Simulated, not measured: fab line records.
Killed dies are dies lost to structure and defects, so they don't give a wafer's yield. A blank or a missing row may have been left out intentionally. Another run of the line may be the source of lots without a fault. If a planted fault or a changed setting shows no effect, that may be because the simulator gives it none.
Which tool was responsible? -- flow rit_cmos -- Sampling: 8 lots, 24 wafers, 2 of 202 route steps

## WHAT EACH GAUGE READ, for each wafer
RIT_ACTIVE_CD_MEAS_11: the cd target is 1400 nm.
lot,measured,on,cd_nm (nm)
L149,day 1 20:44,cd_sem-01,1397.1 1395.5 1395.9
L152,day 2 13:16,cd_sem-01,1399.0 1402.5 1400.1
L154,day 2 23:02,cd_sem-01,1399.9 1399.6 1400.9
L156,day 3 08:16,cd_sem-01,1394.4 1397.9 1396.8
L160,day 4 02:30,cd_sem-02,1396.4 1396.0 1396.7
L164,day 5 00:41,cd_sem-01,1422.8 1426.1 1422.9
L166,day 5 10:28,cd_sem-01,1401.1 1402.8 1403.3
L168,day 5 18:42,cd_sem-01,1411.8 1410.6 1411.1

## WHICH TOOL RAN EACH LOT (tool, then ch and the chambers of the sampled wafers, then the start)
lot,RIT_ACTIVE_EXPOSE_08
L149,"iline_stepper-01 ch 0, day 1 20:20"
L152,"iline_stepper-01 ch 0, day 2 12:52"
L154,"iline_stepper-01 ch 0, day 2 22:38"
L156,"iline_stepper-01 ch 0, day 3 07:52"
L160,"iline_stepper-01 ch 0, day 4 02:06"
L164,"iline_stepper-01 ch 0, day 5 00:17"
L166,"iline_stepper-02 ch 0, day 5 10:02"
L168,"iline_stepper-01 ch 0, day 5 18:18"
- RIT_ACTIVE_EXPOSE_08: exposes mask M1, target cd 1400 nm.

## THE ANSWER, worked out from the rows above alone
Rule: usual is defined by the lots themselves. The widest of any qualifying gaps counts: lots, ordered by their means at a reading, are off when they make up no more than a third of the lots, leave a main group of 4 or more, and stand apart from it by 3 or more times the standard deviation of that group's means. Not used: any main group whose means are identical at the precision the tables above print for the reading. Also off: a lot with no number at a reading for which 4 or more lots have one. Any other lot the step has rows for is counted as sound.
Off: L164, L168 (RIT_ACTIVE_CD_MEAS_11, cd_nm). For the main group the mean is 1398.7 nm and the standard deviation 2.5.
If a tool, at a process step before that reading, ran all the lots that are off and no sound lot after the first of them, it fits. The gauges at RIT_ACTIVE_CD_MEAS_11 are tried like those tools. One fits: iline_stepper-01 at RIT_ACTIVE_EXPOSE_08. Its last sound lot is L160 (day 4 02:06), its first lot that is off L164 (day 5 00:17): a fault that began between those two fits.

## WHAT THE SIMULATOR PUT IN
Drift in process parameters on iline_stepper-01 at RIT_ACTIVE_EXPOSE_08, starting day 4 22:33. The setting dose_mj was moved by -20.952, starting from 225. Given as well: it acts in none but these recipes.
Shown lots that were struck: L164, L168. The rule above found the same.
